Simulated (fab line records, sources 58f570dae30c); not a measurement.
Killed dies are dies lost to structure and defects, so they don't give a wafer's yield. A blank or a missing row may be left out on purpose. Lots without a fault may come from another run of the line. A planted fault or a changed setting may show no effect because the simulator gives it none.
Which tool did it? | flow berkeley_cmos170 | 14 lots, 42 wafers sampled, at 4 steps of a route of 331

WHAT THE GAUGES READ, wafer by wafer
UCB170_V2_THK_MEAS_01. Usual: V2_TEOS_THK 2008 nm, standard deviation 30.
lot  | measured     | on            | V2_TEOS_THK (nm) | flag
L995 | day 8 21:51  | film_metro-03 | 2023 2032 2051   |
L105 | day 10 17:49 | film_metro-01 | 1979 1974 2029   |
L107 | day 10 20:48 | film_metro-04 | 1987 2044 1990   |
L108 | day 11 13:01 | film_metro-01 | 1984 2028 2054   |
L110 | day 11 16:07 | film_metro-03 | 1981 1972 2032   |
L109 | day 11 16:22 | film_metro-01 | 1986 2049 1990   |
L111 | day 12 05:28 | film_metro-01 | 1977 2009 2015   |
L115 | day 13 14:48 | film_metro-04 | 1989 1975 2047   |
L113 | day 13 17:25 | film_metro-04 | 1962 2057 2026   |
L114 | day 13 17:47 | film_metro-04 | 1982 2000 2058   |
L112 | day 13 18:04 | film_metro-01 | 1961 2047 2067   |
L116 | day 13 20:10 | film_metro-03 | 1984 2041 2009   |
L118 | day 14 05:31 | film_metro-01 | 2005 2012 2028   |
L117 | day 14 07:50 | film_metro-04 | 1999 2013 1973   |

UCB170_M3_CD_MEAS_90: target cd 700 nm. Usual: cd_nm 700 nm, standard deviation 4.7.
lot  | measured     | on        | cd_nm (nm)  | flag
L995 | day 9 04:22  | cd_sem-02 | 691 702 705 |
L105 | day 10 23:11 | cd_sem-02 | 702 702 700 |
L107 | day 11 03:41 | cd_sem-02 | 709 707 694 |
L108 | day 11 19:07 | cd_sem-02 | 700 700 701 |
L110 | day 11 21:14 | cd_sem-01 | 696 700 694 |
L109 | day 11 21:38 | cd_sem-02 | 707 694 706 |
L111 | day 12 09:57 | cd_sem-02 | 702 695 695 |
L115 | day 13 21:09 | cd_sem-02 | 700 700 699 |
L113 | day 14 00:38 | cd_sem-01 | 705 701 703 |
L114 | day 14 00:09 | cd_sem-02 | 702 698 698 |
L112 | day 14 01:10 | cd_sem-01 | 693 699 690 |
L116 | day 14 01:54 | cd_sem-01 | 696 696 697 |
L118 | day 14 10:37 | cd_sem-02 | 708 703 700 |
L117 | day 14 13:06 | cd_sem-01 | 698 693 695 |

WHICH TOOL RAN EACH LOT (tool, then ch and the chambers of the sampled wafers, then the start)
lot  | UCB170_M3_STRIP_07                   | UCB170_M3_ETCH_17
L995 | plasma_asher-01 ch 0,1, day 9 01:59  | rie_diel-02 ch 0,1,3, day 9 04:02
L105 | plasma_asher-02 ch 1, day 10 21:16   | rie_diel-04 ch 1,3, day 10 22:52
L107 | plasma_asher-02 ch 0,1, day 11 00:44 | rie_diel-02 ch 0,3, day 11 03:19
L108 | plasma_asher-03 ch 0,1, day 11 17:21 | rie_diel-01 ch 0,1,2, day 11 18:46
L110 | plasma_asher-01 ch 0,1, day 11 19:14 | rie_diel-04 ch 1,2,3, day 11 20:55
L109 | plasma_asher-03 ch 0,1, day 11 19:28 | rie_diel-02 ch 2,3, day 11 21:11
L111 | plasma_asher-03 ch 1, day 12 08:21   | rie_diel-02 ch 0,2, day 12 09:37
L115 | plasma_asher-03 ch 0,1, day 13 18:50 | rie_diel-01 ch 1,2,3, day 13 20:48
L113 | plasma_asher-01 ch 0,1, day 13 22:14 | rie_diel-04 ch 0,2,3, day 14 00:16
L114 | plasma_asher-03 ch 0,1, day 13 21:53 | rie_diel-01 ch 0,2, day 13 23:49
L112 | plasma_asher-03 ch 0,1, day 13 22:20 | rie_diel-02 ch 0,1,2, day 14 00:49
L116 | plasma_asher-02 ch 1, day 13 23:33   | rie_diel-01 ch 1,3, day 14 01:33
L118 | plasma_asher-03 ch 0,1, day 14 08:50 | rie_diel-01 ch 0,1, day 14 10:16
L117 | plasma_asher-02 ch 0,1, day 14 11:00 | rie_diel-02 ch 1,2,3, day 14 12:46
- UCB170_M3_STRIP_07: strips in O2.
- UCB170_M3_ETCH_17: etches BARC in N2/H2.

WHAT THE TOOLS THEMSELVES READ (means of the sampled wafers that have a number; where no wafer has one, the mark that the record gives instead)
UCB170_M3_STRIP_07. Usual: drypump_motor_current_A 5.8 A, standard deviation 0.49; oes_product_au 0.735 a.u., standard deviation 0.0047; strip_time_to_endpoint_s 21.97 s, standard deviation 0.057.
lot  | tool            | drypump_motor_current_A (A) | oes_product_au (a.u.) | strip_time_to_endpoint_s (s) | flag
L995 | plasma_asher-01 | 6.3                         | 0.732                 | 21.98                        |
L105 | plasma_asher-02 | 5.8                         | 0.737                 | 21.97                        |
L107 | plasma_asher-02 | 6.0                         | 0.735                 | 21.98                        |
L108 | plasma_asher-03 | 5.5                         | 0.728                 | 21.89                        |
L110 | plasma_asher-01 | 6.3                         | 0.736                 | 21.91                        |
L109 | plasma_asher-03 | 5.5                         | 0.739                 | 22.01                        |
L111 | plasma_asher-03 | 5.7                         | 0.737                 | 21.91                        |
L115 | plasma_asher-03 | 5.5                         | 0.733                 | 21.97                        |
L113 | plasma_asher-01 | 6.3                         | 0.732                 | 22.03                        |
L114 | plasma_asher-03 | 5.2                         | 0.731                 | 22.03                        |
L112 | plasma_asher-03 | 5.5                         | 0.735                 | 21.94                        |
L116 | plasma_asher-02 | 5.8                         | 0.739                 | 22.04                        |
L118 | plasma_asher-03 | 5.2                         | 0.738                 | 21.94                        |
L117 | plasma_asher-02 | 6.1                         | 0.732                 | 21.89                        |

UCB170_M3_ETCH_17. Usual: drypump_motor_current_A 5.8 A, standard deviation 0.6; n2_flow_sccm 100.0 sccm, standard deviation 0.31; oes_product_au 1.000 a.u., standard deviation 0.025; rf_fwd_power_W 494.3 W, standard deviation 2; throttle_valve_pct 13.25 %, standard deviation 0.16.
lot  | tool        | drypump_motor_current_A (A) | n2_flow_sccm (sccm) | oes_product_au (a.u.) | rf_fwd_power_W (W) | throttle_valve_pct (%) | flag
L995 | rie_diel-02 | 5.5                         | 100.1               | 0.989                 | 493.0              | 13.19                  |
L105 | rie_diel-04 | 6.2                         | 99.9                | 1.038                 | 492.2              | 13.34                  |
L107 | rie_diel-02 | 5.6                         | 100.4               | 0.983                 | 495.9              | 13.03                  |
L108 | rie_diel-01 | 5.6                         | 99.9                | 1.008                 | 495.8              | 13.27                  |
L110 | rie_diel-04 | 5.9                         | 99.9                | 1.025                 | 493.9              | 13.26                  |
L109 | rie_diel-02 | 5.6                         | 100.2               | 0.994                 | 495.3              | 13.28                  |
L111 | rie_diel-02 | 5.5                         | 99.9                | 0.974                 | 492.9              | 13.13                  |
L115 | rie_diel-01 | 6.0                         | 99.8                | 1.013                 | 493.7              | 13.31                  |
L113 | rie_diel-04 | 5.7                         | 99.8                | 1.012                 | 495.5              | 13.17                  |
L114 | rie_diel-01 | 5.2                         | 100.2               | 0.982                 | 493.4              | 13.20                  |
L112 | rie_diel-02 | 5.4                         | 99.9                | 1.002                 | 493.8              | 13.29                  |
L116 | rie_diel-01 | 6.6                         | 100.2               | 1.004                 | 494.5              | 13.31                  |
L118 | rie_diel-01 | 6.2                         | 100.0               | 0.992                 | 493.5              | 13.27                  |
L117 | rie_diel-02 | 5.4                         | 99.8                | 1.005                 | 494.2              | 13.36                  |

THE ANSWER, worked out from the rows above alone
Rule: a lot is off if the mean of its wafers that have a number lies more than 3 standard deviations from the usual mean. A lot without any number at a reading at which 4 lots or more have one is off too. The other lots that the step has rows for count as sound. The gauges are gone through in route order, then the tools' own readings, and for those a lot's mean is taken as printed above. The first step at which some lot is off is used, and at that step the reading that is off furthest; a lot without a number counts as furthest.
No lot is off at any reading shown: from this, nothing can be told.

WHAT THE SIMULATOR HAD PUT IN
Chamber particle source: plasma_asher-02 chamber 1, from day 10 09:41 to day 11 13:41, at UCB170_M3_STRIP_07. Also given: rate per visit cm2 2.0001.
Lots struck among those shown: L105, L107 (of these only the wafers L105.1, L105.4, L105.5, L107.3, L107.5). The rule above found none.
